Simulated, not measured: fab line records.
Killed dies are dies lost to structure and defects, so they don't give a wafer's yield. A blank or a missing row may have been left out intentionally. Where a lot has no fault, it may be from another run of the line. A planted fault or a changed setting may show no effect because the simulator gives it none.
fab line records | flow rit_cmos
record lots=14 | wafers=42 | last_day=7
route steps=202 shown M1@196
lots that met no fault: from a run of the same line without faults
start_h: the number of hours between the record's first day and the start of the first shown wafer of the lot | wait_h: time in hours since the lot's previous step | " same as the row above | L1.1+2: a single row standing in for several wafers | - no value, or no start given | * or withheld: withheld | < > ~ a bound
route shown NAME@n: names a module that has steps shown in the file, with the first one's number in the route | usual: mean/standard deviation of fault-free wafers | same: alike in all rows | chamber/n: place in a boat | sites: each site's reading | _std_site: their standard deviation | _edge_site: mean of outer sites minus mean of inner sites | radius_mm: for every site, how far away it sits from the centre of the wafer | mask NAME#n: copy n | behind: tool/chamber where the wafer was last shaped | hold: the reason the lot was held/the length of the hold in hours/how it ended | device: transistor that didn't switch, given as n, p or np | end of line: at the end of the route, the tests of the same wafers | where a step has no rows: the recipe by itself | killed: not the wafer's yield, but the dies lost to structure and defects at the first sort | map: per-die view of a wafer (x killed, . not killed, _ where there is no die)
set.NAME: setting as actually run; set.NAME@STEP: the setting as run at that earlier step | model.NAME: the simulator's own value behind a step, which no gauge read
the route's steps for a sample of lots (tables are steps, rows are wafers)
services: when a tool's chamber went out of use (start_h, in hours from the record's first day, below 0 if earlier), for how many hours, and the reason
## steps
# step RIT_M1_METAL_ETCH_12
# recipe stop_on=SiO2 | chemistry=Cl2/BCl3 | target=Al | time_s=165 | over_etch_frac=0.5 | pressure_mtorr=100 | target_depth_a=6000 | rf_w=250 | Cl2_flow_sccm=60 | bcl3_flow_sccm=50
# usual drypump_motor_current_A=5.71/0.19 | oes_product_au=0.778/0.011 | over_etch_frac=0.5/0 | throttle_valve_pct=8.27/0.14
lot.wafer | tool         | chamber | start_h | wait_h | drypump_motor_current_A | oes_product_au | over_etch_frac | rf_hours_counter_h | throttle_valve_pct
L889.2    | rie_metal-03 | 1       | 79.60   | 0.2    | 5.40                    | 0.785          | 0.5            | 1                  | 8.35
L889.5    | "            | 1       | "       | "      | 5.44                    | 0.797          | 0.5            | -                  | 8.34
L889.6    | "            | 0       | "       | "      | 5.61                    | 0.785          | 0.5            | -                  | 8.08
L890.1    | rie_metal-04 | 0       | 83.35   | 0.2    | 5.87                    | 0.763          | 0.5            | 34                 | 8.43
L890.2    | "            | 1       | "       | "      | 6.01                    | 0.781          | 0.5            | 34                 | 8.36
L890.3    | "            | 1       | "       | "      | 6.00                    | 0.765          | 0.5            | -                  | 8.37
L891.1    | rie_metal-01 | 1       | 83.55   | 0.2    | 5.78                    | 0.754          | 0.5            | 4                  | 8.09
L891.3    | "            | 1       | "       | "      | 5.78                    | 0.764          | 0.5            | -                  | 8.08
L891.4    | "            | 0       | "       | "      | 5.67                    | 0.782          | 0.5            | -                  | 8.31
L893.3    | rie_metal-04 | 0       | 98.74   | 0.2    | 5.88                    | 0.769          | 0.5            | -                  | 8.43
L893.5    | "            | 1       | "       | "      | 6.02                    | 0.762          | 0.5            | -                  | 8.36
L893.6    | "            | 0       | "       | "      | 5.88                    | 0.764          | 0.5            | -                  | 8.44
L894.1    | rie_metal-01 | 0       | 99.68   | 0.2    | 5.69                    | 0.774          | 0.5            | 4                  | 8.28
L894.2    | "            | 1       | "       | "      | 5.80                    | 0.766          | 0.5            | 4                  | 8.07
L894.3    | "            | 0       | "       | "      | 5.68                    | 0.773          | 0.5            | -                  | 8.32
L896.2    | rie_metal-04 | 1       | 111.15  | 0.2    | 5.99                    | 0.772          | 0.5            | 35                 | 8.37
L896.3    | "            | 0       | "       | "      | 5.85                    | 0.785          | 0.5            | -                  | 8.44
L896.4    | "            | 1       | "       | "      | 5.99                    | 0.768          | 0.5            | -                  | 8.38
L897.1    | rie_metal-01 | 1       | 114.19  | 0.2    | 5.78                    | 0.762          | 0.5            | 5                  | 8.07
L897.3    | "            | 1       | "       | "      | 5.79                    | 0.764          | 0.5            | -                  | 8.07
L897.4    | "            | 0       | "       | "      | 5.69                    | 0.783          | 0.5            | -                  | 8.30
L901.1    | rie_metal-03 | 1       | 142.15  | 0.2    | 5.38                    | 0.793          | 0.5            | 2                  | 8.36
L901.4    | "            | 0       | "       | "      | 5.68                    | 0.776          | 0.5            | -                  | 8.05
L901.5    | "            | 0       | "       | "      | 5.71                    | 0.787          | 0.5            | -                  | 8.07
L902.1    | rie_metal-01 | 0       | 144.68  | 0.2    | 5.71                    | 0.794          | 0.5            | 5                  | 8.31
L902.3    | "            | 0       | "       | "      | 5.68                    | 0.774          | 0.5            | -                  | 8.30
L902.5    | "            | 0       | "       | "      | 5.69                    | 0.793          | 0.5            | -                  | 8.30
L904.2    | rie_metal-01 | 1       | 153.35  | 0.2    | 5.81                    | 0.690          | 0.81159        | 5                  | 8.10
L904.5    | "            | 1       | "       | "      | 5.83                    | 0.689          | 0.81159        | -                  | 8.10
L904.6    | "            | 0       | "       | "      | 5.69                    | 0.708          | 0.81159        | -                  | 8.32
L905.1    | rie_metal-04 | 0       | 156.58  | 0.2    | 5.82                    | 0.800          | 0.5            | 0                  | 8.47
L905.3    | "            | 0       | "       | "      | 5.85                    | 0.807          | 0.5            | -                  | 8.44
L905.5    | "            | 1       | "       | "      | 6.01                    | 0.780          | 0.5            | -                  | 8.36
L907.2    | rie_metal-01 | 1       | 165.35  | 0.2    | 5.79                    | 0.688          | 0.81159        | 5                  | 8.10
L907.5    | "            | 0       | "       | "      | 5.69                    | 0.715          | 0.81159        | -                  | 8.30
L907.6    | "            | 1       | "       | "      | 5.79                    | 0.691          | 0.81159        | -                  | 8.09
L908.1    | rie_metal-04 | 0       | 168.46  | 0.2    | 5.83                    | 0.796          | 0.5            | 0                  | 8.46
L908.2    | "            | 1       | "       | "      | 6.00                    | 0.789          | 0.5            | 0                  | 8.36
L908.4    | "            | 0       | "       | "      | 5.85                    | 0.785          | 0.5            | -                  | 8.45
L909.4    | rie_metal-03 | 1       | 173.46  | 0.2    | 5.42                    | 0.781          | 0.5            | -                  | 8.37
L909.5    | "            | 1       | "       | "      | 5.39                    | 0.781          | 0.5            | -                  | 8.36
L909.6    | "            | 1       | "       | "      | 5.41                    | 0.779          | 0.5            | -                  | 8.34
# step RIT_M1_CD_MEAS_90
# recipe target_cd_nm=2600
# usual cd_nm=2600.1/2.3
lot.wafer | tool      | chamber | start_h | wait_h | hold                     | cd_nm
L889.2    | cd_sem-01 | -       | 80.24   | 0.2    | -                        | 2602.6
L889.5    | "         | -       | "       | "      | -                        | 2601.8
L889.6    | "         | -       | "       | "      | -                        | 2597.4
L890.1    | cd_sem-02 | -       | 83.91   | 0.1    | -                        | 2601.2
L890.2    | "         | -       | "       | "      | -                        | 2601.8
L890.3    | "         | -       | "       | "      | -                        | 2602.2
L891.1    | cd_sem-01 | -       | 84.07   | 0.1    | -                        | 2596.5
L891.3    | "         | -       | "       | "      | -                        | 2596.5
L891.4    | "         | -       | "       | "      | -                        | 2599.5
L893.3    | cd_sem-01 | -       | 99.24   | 0.1    | -                        | 2602.7
L893.5    | "         | -       | "       | "      | -                        | 2603.1
L893.6    | "         | -       | "       | "      | -                        | 2602.2
L894.1    | cd_sem-01 | -       | 100.19  | 0.1    | -                        | 2598.9
L894.2    | "         | -       | "       | "      | -                        | 2599.1
L894.3    | "         | -       | "       | "      | -                        | 2598.7
L896.2    | cd_sem-02 | -       | 111.68  | 0.1    | -                        | 2604.8
L896.3    | "         | -       | "       | "      | -                        | 2602.9
L896.4    | "         | -       | "       | "      | -                        | 2604.2
L897.1    | cd_sem-01 | -       | 114.70  | 0.1    | -                        | 2599.1
L897.3    | "         | -       | "       | "      | -                        | 2599.4
L897.4    | "         | -       | "       | "      | -                        | 2600.7
L901.1    | cd_sem-02 | -       | 142.66  | 0.1    | -                        | 2601.5
L901.4    | "         | -       | "       | "      | -                        | 2597.8
L901.5    | "         | -       | "       | "      | -                        | 2597.4
L902.1    | cd_sem-02 | -       | 145.20  | 0.1    | -                        | 2598.3
L902.3    | "         | -       | "       | "      | -                        | 2597.9
L902.5    | "         | -       | "       | "      | -                        | 2597.5
L904.2    | cd_sem-02 | -       | 153.90  | 0.1    | -                        | 2593.8
L904.5    | "         | -       | "       | "      | -                        | 2593.0
L904.6    | "         | -       | "       | "      | -                        | 2592.1
L905.1    | cd_sem-02 | -       | 157.10  | 0.1    | -                        | 2599.0
L905.3    | "         | -       | "       | "      | -                        | 2600.6
L905.5    | "         | -       | "       | "      | -                        | 2600.4
L907.2    | cd_sem-01 | -       | 165.90  | 0.1    | await_dispo/0.2h/release | 2591.7
L907.5    | "         | -       | "       | "      | await_dispo/0.2h/release | 2592.8
L907.6    | "         | -       | "       | "      | await_dispo/0.2h/release | 2590.1
L907.2    | cd_sem-01 | -       | 166.19  | 0.3    | -                        | 2591.7
L907.5    | "         | -       | "       | "      | -                        | 2592.6
L907.6    | "         | -       | "       | "      | -                        | 2590.6
L908.1    | cd_sem-02 | -       | 168.99  | 0.1    | -                        | 2596.5
L908.2    | "         | -       | "       | "      | -                        | 2601.1
L908.4    | "         | -       | "       | "      | -                        | 2600.1
L909.4    | cd_sem-02 | -       | 174.03  | 0.1    | -                        | 2602.4
L909.5    | "         | -       | "       | "      | -                        | 2600.5
L909.6    | "         | -       | "       | "      | -                        | 2603.0
# step RIT_M1_PROBE_99
# usual defect_limited_yield=97.4/1.1 | killed_at_M0_to_M3=0.0/0.2 | killed_at_contacts=0.0/0.2 | killed_at_front_end=6.8/2.9 | killed_dies=6.8/2.9 | killed_open=3.3/1.9 | killed_short=3.5/2 | sort_bin_3_pad_short=0.1/0.21 | sort_bin_5_function=1.4/0.74 | sort_bin_6_memory=1.1/0.67 | sort_n_pass=257.2/2.9 | sort_yield_pct=97.4/1.1
# same gross_dies=264 | killed_at_M4_up=0 | killed_at_back_side=0 | killed_at_other=0
lot.wafer | tool      | chamber | start_h | wait_h | defect_limited_yield[%] | killed_at_M0_to_M3 | killed_at_contacts | killed_at_front_end | killed_dies | killed_open | killed_short | sort_bin_3_pad_short[%] | sort_bin_5_function[%] | sort_bin_6_memory[%] | sort_n_pass | sort_yield_pct[%]
L889.2    | prober-02 | -       | 85.04   | 0.1    | 97.3                    | 0                  | 0                  | 7                   | 7           | 2           | 5            | 0.4                     | 1.5                    | 0.8                  | 257.0       | 97.3
L889.5    | prober-02 | -       | 85.19   | 0.2    | 98.1                    | 0                  | 0                  | 5                   | 5           | 2           | 3            | 0                       | 1.1                    | 0.8                  | 259.0       | 98.1
L889.6    | prober-02 | -       | 85.24   | 0.2    | 95.8                    | 0                  | 0                  | 11                  | 11          | 6           | 5            | 0                       | 1.5                    | 2.7                  | 253.0       | 95.8
L890.1    | prober-01 | -       | 87.80   | 0.1    | 97.7                    | 0                  | 0                  | 6                   | 6           | 3           | 3            | 0                       | 1.5                    | 0.8                  | 258.0       | 97.7
L890.2    | prober-01 | -       | 87.85   | 0.1    | 97.7                    | 0                  | 0                  | 6                   | 6           | 2           | 4            | 0                       | 1.5                    | 0.8                  | 258.0       | 97.7
L890.3    | prober-01 | -       | 87.90   | 0.2    | 97.7                    | 0                  | 0                  | 6                   | 6           | 0           | 6            | 0                       | 1.5                    | 0.8                  | 258.0       | 97.7
L891.1    | prober-02 | -       | 87.80   | 0.1    | 98.1                    | 0                  | 0                  | 5                   | 5           | 3           | 2            | 0                       | 1.5                    | 0.4                  | 259.0       | 98.1
L891.3    | prober-02 | -       | 87.90   | 0.2    | 98.5                    | 0                  | 0                  | 4                   | 4           | 4           | 0            | 0                       | 1.5                    | 0                    | 260.0       | 98.5
L891.4    | prober-02 | -       | 87.95   | 0.2    | 97.7                    | 0                  | 0                  | 6                   | 6           | 1           | 5            | 0                       | 1.5                    | 0.8                  | 258.0       | 97.7
L893.3    | prober-02 | -       | 103.20  | 0.2    | 97.3                    | 0                  | 0                  | 7                   | 7           | 2           | 5            | 0                       | 1.5                    | 1.1                  | 257.0       | 97.3
L893.5    | prober-02 | -       | 103.30  | 0.2    | 98.5                    | 0                  | 0                  | 4                   | 4           | 2           | 2            | 0                       | 0.8                    | 0.8                  | 260.0       | 98.5
L893.6    | prober-02 | -       | 103.35  | 0.2    | 98.1                    | 0                  | 0                  | 5                   | 5           | 2           | 3            | 0                       | 0.8                    | 1.1                  | 259.0       | 98.1
L894.1    | prober-01 | -       | 103.40  | 0.4    | 97.7                    | 0                  | 0                  | 6                   | 6           | 3           | 3            | 0                       | 1.9                    | 0.4                  | 258.0       | 97.7
L894.2    | prober-01 | -       | 103.45  | 0.4    | 97.7                    | 0                  | 1                  | 5                   | 6           | 2           | 4            | 0.4                     | 1.1                    | 0.8                  | 258.0       | 97.7
L894.3    | prober-01 | -       | 103.50  | 0.5    | 96.6                    | 0                  | 0                  | 9                   | 9           | 6           | 3            | 0                       | 2.3                    | 1.1                  | 255.0       | 96.6
L897.1    | prober-01 | -       | 116.70  | 0.1    | 95.8                    | 0                  | 0                  | 11                  | 11          | 7           | 4            | 0.4                     | 2.7                    | 1.1                  | 253.0       | 95.8
L897.3    | prober-01 | -       | 116.80  | 0.2    | 98.5                    | 0                  | 0                  | 4                   | 4           | 3           | 1            | 0                       | 1.1                    | 0.4                  | 260.0       | 98.5
L897.4    | prober-01 | -       | 116.85  | 0.2    | 97.7                    | 0                  | 0                  | 6                   | 6           | 4           | 2            | 0                       | 0.8                    | 1.5                  | 258.0       | 97.7
L896.2    | prober-02 | -       | 116.75  | 0.1    | 95.1                    | 0                  | 0                  | 13                  | 13          | 10          | 3            | 0                       | 3.0                    | 1.9                  | 251.0       | 95.1
L896.3    | prober-02 | -       | 116.80  | 0.2    | 95.8                    | 0                  | 0                  | 11                  | 11          | 4           | 7            | 0.4                     | 1.9                    | 1.9                  | 253.0       | 95.8
L896.4    | prober-02 | -       | 116.85  | 0.2    | 93.2                    | 0                  | 0                  | 18                  | 18          | 8           | 10           | 0                       | 4.5                    | 2.3                  | 246.0       | 93.2
L901.1    | prober-02 | -       | 145.52  | 0.1    | 98.9                    | 0                  | 0                  | 3                   | 3           | 1           | 2            | 0                       | 0.8                    | 0.4                  | 261.0       | 98.9
L901.4    | prober-02 | -       | 145.67  | 0.2    | 97.3                    | 0                  | 0                  | 7                   | 7           | 4           | 3            | 0                       | 2.3                    | 0.4                  | 257.0       | 97.3
L901.5    | prober-02 | -       | 145.72  | 0.2    | 98.5                    | 0                  | 0                  | 4                   | 4           | 2           | 2            | 0                       | 0                      | 1.5                  | 260.0       | 98.5
L902.1    | prober-01 | -       | 147.02  | 0.1    | 96.6                    | 0                  | 0                  | 9                   | 9           | 6           | 3            | 0                       | 2.7                    | 0.8                  | 255.0       | 96.6
L902.3    | prober-01 | -       | 147.12  | 0.2    | 97.3                    | 0                  | 0                  | 7                   | 7           | 4           | 3            | 0                       | 2.3                    | 0.4                  | 257.0       | 97.3
L902.5    | prober-01 | -       | 147.22  | 0.2    | 97.0                    | 0                  | 0                  | 8                   | 8           | 3           | 5            | 0                       | 1.5                    | 1.5                  | 256.0       | 97.0
L904.2    | prober-01 | -       | 155.67  | 0.1    | 98.9                    | 0                  | 0                  | 3                   | 3           | 1           | 2            | 0                       | 0.8                    | 0.4                  | 261.0       | 98.9
L904.5    | prober-01 | -       | 155.82  | 0.2    | 98.1                    | 0                  | 0                  | 5                   | 5           | 4           | 1            | 0                       | 0.8                    | 1.1                  | 259.0       | 98.1
L904.6    | prober-01 | -       | 155.87  | 0.2    | 97.3                    | 1                  | 0                  | 6                   | 7           | 4           | 3            | 0                       | 1.5                    | 1.1                  | 257.0       | 97.3
L905.1    | prober-02 | -       | 158.84  | 0.1    | 95.5                    | 0                  | 0                  | 12                  | 12          | 6           | 6            | 0.8                     | 2.7                    | 1.1                  | 252.0       | 95.5
L905.3    | prober-02 | -       | 158.94  | 0.2    | 97.3                    | 0                  | 0                  | 7                   | 7           | 3           | 4            | 0                       | 1.5                    | 1.1                  | 257.0       | 97.3
L905.5    | prober-02 | -       | 159.04  | 0.2    | 98.1                    | 0                  | 0                  | 5                   | 5           | 1           | 4            | 0                       | 0.8                    | 1.1                  | 259.0       | 98.1
L907.2    | prober-02 | -       | 169.22  | 0.1    | 96.6                    | 0                  | 0                  | 9                   | 9           | 4           | 5            | 0                       | 2.7                    | 0.8                  | 255.0       | 96.6
L907.5    | prober-02 | -       | 169.37  | 0.2    | 95.8                    | 0                  | 0                  | 11                  | 11          | 7           | 4            | 0.4                     | 2.7                    | 1.1                  | 253.0       | 95.8
L907.6    | prober-02 | -       | 169.42  | 0.2    | 98.1                    | 0                  | 1                  | 4                   | 5           | 1           | 4            | 0                       | 0.4                    | 1.5                  | 259.0       | 98.1
L908.1    | prober-01 | -       | 171.98  | 0.1    | 97.7                    | 0                  | 0                  | 6                   | 6           | 2           | 4            | 0                       | 2.3                    | 0                    | 258.0       | 97.7
L908.2    | prober-01 | -       | 172.03  | 0.1    | 97.3                    | 0                  | 0                  | 7                   | 7           | 3           | 4            | 0                       | 1.9                    | 0.8                  | 257.0       | 97.3
L908.4    | prober-01 | -       | 172.13  | 0.2    | 98.9                    | 1                  | 0                  | 2                   | 3           | 2           | 1            | 0                       | 0.4                    | 0.8                  | 261.0       | 98.9
L909.4    | prober-02 | -       | 175.86  | 0.2    | 98.9                    | 0                  | 0                  | 3                   | 3           | 1           | 2            | 0                       | 0.4                    | 0.8                  | 261.0       | 98.9
L909.5    | prober-02 | -       | 175.91  | 0.2    | 98.1                    | 1                  | 0                  | 4                   | 5           | 3           | 2            | 0.4                     | 0.8                    | 0.8                  | 259.0       | 98.1
L909.6    | prober-02 | -       | 175.96  | 0.2    | 97.7                    | 0                  | 0                  | 6                   | 6           | 4           | 2            | 0                       | 1.9                    | 0.4                  | 258.0       | 97.7
# killed by level:class
L889.2 SPACER:geometric_particle:short=2 FOX1:geometric_particle:open=1 FOX2:geometric_particle:short=1 REOX:geometric_particle:short=1 SPACER:geometric_particle:open=1 SILICIDE:geometric_particle:short=1
L889.5 FOX2:geometric_particle:short=1 REOX:geometric_particle:open=1 REOX:geometric_particle:short=1 SPACER:geometric_particle:short=1 SILICIDE:geometric_particle:open=1
L889.6 SPACER:geometric_particle:open=5 GATE:geometric_particle:short=2 FOX1:geometric_particle:short=1 REOX:geometric_particle:open=1 REOX:geometric_particle:short=1 SPACER:geometric_particle:short=1
L890.1 FOX1:geometric_particle:open=1 FOX2:geometric_particle:open=1 FOX2:geometric_particle:short=1 GATE:geometric_particle:short=1 REOX:geometric_particle:short=1 SILICIDE:geometric_particle:open=1
L891.1 FOX1:geometric_particle:open=1 FOX1:geometric_particle:short=1 GATE:geometric_particle:short=1 GATE:geometric_particle:open=1 SILICIDE:geometric_particle:open=1
L890.2 FOX2:geometric_particle:short=1 GATE:geometric_particle:short=1 GATE:geometric_particle:open=1 REOX:geometric_particle:short=1 SPACER:geometric_particle:open=1 SILICIDE:geometric_particle:short=1
L890.3 GATE:geometric_particle:short=2 REOX:geometric_particle:short=2 FOX1:geometric_particle:short=1 FOX2:geometric_particle:short=1
L891.3 GATE:geometric_particle:open=2 SILICIDE:geometric_particle:open=2
L891.4 GATE:geometric_particle:short=2 REOX:geometric_particle:short=2 FOX1:geometric_particle:open=1 SPACER:geometric_particle:short=1
L893.3 GATE:geometric_particle:short=2 GATE:geometric_particle:open=1 REOX:geometric_particle:short=1 SPACER:geometric_particle:short=1 SILICIDE:geometric_particle:short=1 SILICIDE:geometric_particle:open=1
L893.5 GATE:geometric_particle:open=2 GATE:geometric_particle:short=1 REOX:geometric_particle:short=1
L893.6 GATE:geometric_particle:open=2 FOX2:geometric_particle:short=1 GATE:geometric_particle:short=1 REOX:geometric_particle:short=1
L894.1 FOX1:geometric_particle:short=3 FOX1:geometric_particle:open=1 FOX2:geometric_particle:open=1 SILICIDE:geometric_particle:open=1
L894.2 FOX2:geometric_particle:short=2 GATE:geometric_particle:open=2 GATE:geometric_particle:short=1 CONTACT:geometric_particle:short=1
L894.3 GATE:geometric_particle:open=2 REOX:geometric_particle:open=2 SPACER:geometric_particle:open=2 FOX2:geometric_particle:short=1 GATE:geometric_particle:short=1 SPACER:geometric_particle:short=1
L897.1 SPACER:geometric_particle:open=6 GATE:geometric_particle:short=3 FOX1:geometric_particle:short=1 GATE:geometric_particle:open=1
L896.2 FOX2:geometric_particle:open=3 GATE:geometric_particle:open=3 GATE:geometric_particle:short=2 REOX:geometric_particle:open=2 FOX1:geometric_particle:open=1 REOX:geometric_particle:short=1 SILICIDE:geometric_particle:open=1
L896.3 GATE:geometric_particle:short=5 GATE:geometric_particle:open=2 FOX2:geometric_particle:open=1 REOX:geometric_particle:short=1 REOX:geometric_particle:open=1 SPACER:geometric_particle:short=1
L897.3 FOX2:geometric_particle:open=1 GATE:geometric_particle:open=1 REOX:geometric_particle:open=1 SPACER:geometric_particle:short=1
L896.4 GATE:geometric_particle:short=4 GATE:geometric_particle:open=3 FOX2:geometric_particle:open=2 FOX2:geometric_particle:short=2 REOX:geometric_particle:open=2 SILICIDE:geometric_particle:short=2 FOX1:geometric_particle:open=1 REOX:geometric_particle:short=1
L897.4 GATE:geometric_particle:open=3 FOX1:geometric_particle:open=1 SPACER:geometric_particle:short=1 SILICIDE:geometric_particle:short=1
L901.1 GATE:geometric_particle:short=2 FOX1:geometric_particle:open=1
L901.4 FOX1:geometric_particle:open=2 SILICIDE:geometric_particle:open=2 FOX1:geometric_particle:short=1 REOX:geometric_particle:short=1 SILICIDE:geometric_particle:short=1
L901.5 GATE:geometric_particle:short=1 REOX:geometric_particle:open=1 SPACER:geometric_particle:short=1 SPACER:geometric_particle:open=1
L902.1 GATE:geometric_particle:open=4 FOX1:geometric_particle:open=2 GATE:geometric_particle:short=2 REOX:geometric_particle:short=1
L902.3 GATE:geometric_particle:short=2 SILICIDE:geometric_particle:open=2 GATE:geometric_particle:open=1 REOX:geometric_particle:open=1 SILICIDE:geometric_particle:short=1
L902.5 FOX1:geometric_particle:short=2 GATE:geometric_particle:short=2 GATE:geometric_particle:open=2 FOX2:geometric_particle:short=1 SPACER:geometric_particle:open=1
L904.2 FOX1:geometric_particle:open=1 FOX1:geometric_particle:short=1 FOX2:geometric_particle:short=1
L904.5 GATE:geometric_particle:open=2 FOX2:geometric_particle:open=1 FOX2:geometric_particle:short=1 REOX:geometric_particle:open=1
L904.6 GATE:geometric_particle:open=3 FOX1:geometric_particle:open=1 FOX2:geometric_particle:short=1 GATE:geometric_particle:short=1 M1:geometric_particle:short=1
L905.1 GATE:geometric_particle:open=3 GATE:geometric_particle:short=3 REOX:geometric_particle:open=2 FOX1:geometric_particle:short=1 SPACER:geometric_particle:open=1 SPACER:geometric_particle:short=1 SILICIDE:geometric_particle:short=1
L905.3 REOX:geometric_particle:short=2 FOX1:geometric_particle:open=1 FOX2:geometric_particle:short=1 SPACER:geometric_particle:open=1 SILICIDE:geometric_particle:open=1 SILICIDE:geometric_particle:short=1
L905.5 GATE:geometric_particle:short=3 FOX1:geometric_particle:short=1 GATE:geometric_particle:open=1
L907.2 FOX1:geometric_particle:short=2 FOX2:geometric_particle:open=2 GATE:geometric_particle:short=1 REOX:geometric_particle:open=1 SPACER:geometric_particle:short=1 SILICIDE:geometric_particle:short=1 SILICIDE:geometric_particle:open=1
L907.5 GATE:geometric_particle:open=4 GATE:geometric_particle:short=3 SPACER:geometric_particle:open=2 FOX1:geometric_particle:short=1 REOX:geometric_particle:open=1
L907.6 GATE:geometric_particle:short=2 FOX1:geometric_particle:short=1 SILICIDE:geometric_particle:short=1 CONTACT:geometric_particle:open=1
L908.1 REOX:geometric_particle:short=2 FOX1:geometric_particle:short=1 FOX1:geometric_particle:open=1 GATE:geometric_particle:short=1 SILICIDE:geometric_particle:open=1
L908.2 REOX:geometric_particle:open=3 FOX1:geometric_particle:short=1 FOX2:geometric_particle:short=1 GATE:geometric_particle:short=1 REOX:geometric_particle:short=1
L908.4 GATE:geometric_particle:open=1 GATE:geometric_particle:short=1 M1:geometric_particle:open=1
L909.4 FOX1:geometric_particle:short=1 GATE:geometric_particle:short=1 SILICIDE:geometric_particle:open=1
L909.5 GATE:geometric_particle:short=1 GATE:geometric_particle:open=1 SILICIDE:geometric_particle:short=1 SILICIDE:geometric_particle:open=1 M1:geometric_particle:open=1
L909.6 REOX:geometric_particle:open=2 FOX1:geometric_particle:open=1 FOX1:geometric_particle:short=1 GATE:geometric_particle:short=1 SILICIDE:geometric_particle:open=1
## services
tool         | chamber | start_h | hours | kind
rie_metal-03 | -       | 59.71   | 0.1   | repair
rie_metal-04 | -       | 62.08   | 2.8   | pm
rie_metal-04 | -       | 81.64   | 0.5   | repair
rie_metal-03 | -       | 92.03   | 0.5   | repair
rie_metal-04 | -       | 136.12  | 20.0  | pm
rie_metal-04 | 0       | 136.12  | 20.0  | vent_cycle
rie_metal-04 | 1       | 136.12  | 20.0  | vent_cycle
rie_metal-04 | 0       | 156.12  | -     | clean
rie_metal-04 | 1       | 156.12  | -     | clean
rie_metal-03 | 0       | 166.59  | 6.9   | repair
## key
first_sign step=RIT_M1_METAL_ETCH_12 | reading=over_etch_frac | direction=up | sigmas=99+ | usual=0.5 | struck=0.81159
effect step=RIT_M1_METAL_ETCH_12 | reading=oes_product_au | direction=down | sigmas=7.3 | usual=0.778 | struck=0.697
effect step=RIT_M1_CD_MEAS_90 | reading=visit | direction=added
met_at RIT_M1_METAL_ETCH_12
struck_lots L904,L907
onset_between 144.68 153.35
fault kind=process_parameter_drift | tool=rie_metal-01 | chamber=- | onset_h=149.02 | steps=RIT_M1_METAL_ETCH_12 | channel=over_etch_frac | offset=0.31159 | shape=step | end_h=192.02 | stated=0.5
